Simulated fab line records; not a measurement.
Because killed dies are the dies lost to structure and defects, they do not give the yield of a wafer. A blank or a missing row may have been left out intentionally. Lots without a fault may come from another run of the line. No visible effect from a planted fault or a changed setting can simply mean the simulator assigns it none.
Struck lot and sound lot, side by side / flow rit-cmos / 44 steps out of a route of 202
Sound: the wafers L322.2, L322.3, L322.6. Wafers struck: L324.1, L324.5, L324.6. At the end, the cause is stated.
At each step with rows: each side's tool, then ch and its chambers, then its first start. Under that, the readings that differ: sound wafers / struck wafers / difference of the means / sigmas: that difference in standard deviations of wafers without a fault.
alike: readings with means less than 2 such deviations apart, plus words and numbers identical on both sides. not compared: withheld readings, readings lacking a value on some wafer, bounds such as >300 that could conceal the same value, and numbers that have no deviation in the record and whose values overlap.
A row with sigmas, a row that says differs or no value, or rows on one side alone: a step with any of these is where the two part. When numbers do not overlap yet have no deviation, they are printed without sigmas and do not part them. Lack of a reading on every wafer of one side parts them only where that side has two or more wafers.

first, 3 steps without rows for these wafers: RIT_REOX_CLEAN_01 (cleans in dHF, time 30 s); RIT_REOX_CLEAN_02 (cleans in SC2, time 600 s); RIT_REOX_OXIDATION_03 (target thk 25.2 nm, ox time 5580 s).
RIT_REOX_THK_MEAS_04:
  sound on film-metro-01, day 4 08:35; struck on film-metro-03, day 4 15:41
  alike: REOX_OXIDE_THK
then, 6 steps without rows for these wafers: RIT_NLDD_HMDS_00 (prime time 60 s); RIT_NLDD_COAT_01 (resist thk 1000 nm); RIT_NLDD_SOFTBAKE_02 (time 60 s); RIT_NLDD_EXPOSE_03 (exposes mask M7, target cd 40700 nm); RIT_NLDD_PEB_04; RIT_NLDD_DEVELOP_05 (develop time 50 s).
RIT_NLDD_OVL_MEAS_06:
  sound on overlay-02, day 4 09:37; struck on overlay-02, day 4 16:50
  alike: NLDD_OVL
then, 1 step without rows for these wafers: RIT_NLDD_HARDBAKE_07 (time 60 s).
RIT_NLDD_IMPLANT_08:
  sound on implanter-01 ch 0, day 4 09:49; struck on implanter-01 ch 0, day 4 17:01
reading=dose-ions-cm2; sound=5.009e+14 5.002e+14 4.997e+14; struck=9.261e+14 9.259e+14 9.269e+14; difference=+4.260e+14; sigmas=+99 or more
reading=end-station-pressure-torr (Torr); sound=6.2e-06 6.1e-06 6.1e-06; struck=6.9e-06 6.8e-06 6.7e-06; difference=+6.7e-07; sigmas=+2
reading=faraday-current-uA; sound=1567 1517 1574; struck=2962 2869 2976; difference=+1383; sigmas=+46
  alike: beam-on-s, tilt-deg
RIT_NLDD_STRIP_09: strips in O2, time 180 s.
  sound on plasma-asher-04 ch 0,1, day 4 09:56; struck on plasma-asher-03 ch 0,1, day 4 17:10
  alike: drypump-motor-current-A
  not compared: rf-hours-counter-h
RIT_NLDD_TW_MEAS_10:
  sound on film-metro-04, day 4 10:07; struck on film-metro-01, day 4 17:21
reading=NLDD_TW; sound=2484 2483 2478; struck=2902 2903 2921; difference=+427; sigmas=+19
then, 6 steps without rows for these wafers: RIT_PLDD_HMDS_00 (prime time 60 s); RIT_PLDD_COAT_01 (resist thk 1000 nm); RIT_PLDD_SOFTBAKE_02 (time 60 s); RIT_PLDD_EXPOSE_03 (exposes mask M8, target cd 40900 nm); RIT_PLDD_PEB_04; RIT_PLDD_DEVELOP_05 (develop time 50 s).
RIT_PLDD_OVL_MEAS_06:
  sound on overlay-01, day 4 11:15; struck on overlay-02, day 4 18:23
  alike: PLDD_OVL
then, 2 steps without rows for these wafers: RIT_PLDD_HARDBAKE_07 (time 60 s); RIT_PLDD_IMPLANT_08.
RIT_PLDD_STRIP_09: strips in O2, time 180 s.
  sound on plasma-asher-03 ch 1, day 4 11:35; struck on plasma-asher-03 ch 0,1, day 4 18:53
  alike: drypump-motor-current-A
  not compared: rf-hours-counter-h
RIT_PLDD_TW_MEAS_10:
  sound on film-metro-02, day 4 11:46; struck on film-metro-04, day 4 19:04
  alike: PLDD_TW
then, 4 steps without rows for these wafers: RIT_SPACER_CLEAN_00 (cleans in SC1, time 600 s); RIT_SPACER_CLEAN_01 (cleans in dHF, time 30 s); RIT_SPACER_CLEAN_02 (cleans in SC2, time 600 s); RIT_SPACER_CVD_03 (deposits Si3N4 from SiH2Cl2/NH3, target thk 250 nm, time 3300 s).
RIT_SPACER_THK_MEAS_04:
  sound on film-metro-03, day 4 14:19; struck on film-metro-03, day 4 21:26
  alike: SPACER_NITRIDE_THK
RIT_SPACER_ETCHBACK_05: etches Si3N4 in SF6/CHF3, stops on SiO2, target depth 250 nm, time 240 s.
  sound on rie-diel-03 ch 1,3, day 4 14:22; struck on rie-diel-02 ch 0,2,3, day 4 21:30
  alike: drypump-motor-current-A, oes-product-au, throttle-valve-pct
  not compared: rf-hours-counter-h
then, 6 steps without rows for these wafers: RIT_NSD_HMDS_00 (prime time 60 s); RIT_NSD_COAT_01 (resist thk 1000 nm); RIT_NSD_SOFTBAKE_02 (time 60 s); RIT_NSD_EXPOSE_03 (exposes mask M9, target cd 40700 nm); RIT_NSD_PEB_04; RIT_NSD_DEVELOP_05 (develop time 50 s).
RIT_NSD_OVL_MEAS_06:
  sound on overlay-01, day 4 15:22; struck on overlay-02, day 4 22:38
  alike: NSD_OVL
then, 2 steps without rows for these wafers: RIT_NSD_HARDBAKE_07 (time 60 s); RIT_NSD_IMPLANT_08.
RIT_NSD_STRIP_09: strips in O2, time 180 s.
  sound on plasma-asher-04 ch 0,1, day 4 15:42; struck on plasma-asher-04 ch 0,1, day 4 23:05
  alike: drypump-motor-current-A
  not compared: rf-hours-counter-h
RIT_SDANNEAL_RS_MEAS_07: the measuring method here is four-point-probe.
  sound on film-metro-01, day 4 18:17; struck on film-metro-04, day 5 01:44
reading=NLDD_RS (ohm/sq); sound=151.8 151.9 151.6; struck=92.1 92.1 91.9; difference=-59.7; sigmas=-99 or more
RIT_M1_PROBE_99:
  sound on prober-02, day 5 01:31; struck on prober-01, day 5 09:05
reading=model.etest.nmos_0p3.r-on-ohm-um; sound=2256 2248 2255; struck=1910 1954 1919; difference=-325; sigmas=
reading=model.etest.nmos_0p15.r-on-ohm-um; sound=1180 1162 1187; struck=907.3 934.5 886.5; difference=-266.9; sigmas=
reading=model.etest.nldd.rs-ohm-sq; sound=394.3 384.9 381.5; struck=223.2 231.2 223.7; difference=-160.9; sigmas=
reading=model.etest.nmos-turned.drive-ua-um; sound=294.5 304.8 302; struck=440.9 434 437.3; difference=+137.0; sigmas=
reading=model.etest.nmos_0p15.drive-ua-um; sound=440.7 443.3 435; struck=546.8 539.9 546.4; difference=+104.7; sigmas=
reading=model.etest.nldd.line-ohm-um; sound=123.8 120.7 119.8; struck=70.95 73.57 70.91; difference=-49.62; sigmas=
reading=model.etest.nmos-narrow.drive-ua-um; sound=216.5 213.8 213.5; struck=244.8 242.4 237.8; difference=+27.1; sigmas=
reading=model.etest.nmos_0p3.drive-ua-um; sound=211.6 212.4 209.3; struck=244.6 240.7 240.6; difference=+30.9; sigmas=
  alike: killed-at-contacts, killed-at-front-end, killed-dies, killed-on-rim, killed-open, killed-short

WHERE THEY PART
Last at RIT_SDANNEAL_RS_MEAS_07 as far as this record goes, first at RIT_NLDD_IMPLANT_08. Later steps at which nothing parts them and some readings are alike: RIT_M1_PROBE_99.

WHY: whatever the simulator had introduced
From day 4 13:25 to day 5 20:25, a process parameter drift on implanter-01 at RIT_NLDD_IMPLANT_08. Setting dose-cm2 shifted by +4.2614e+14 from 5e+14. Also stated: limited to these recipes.
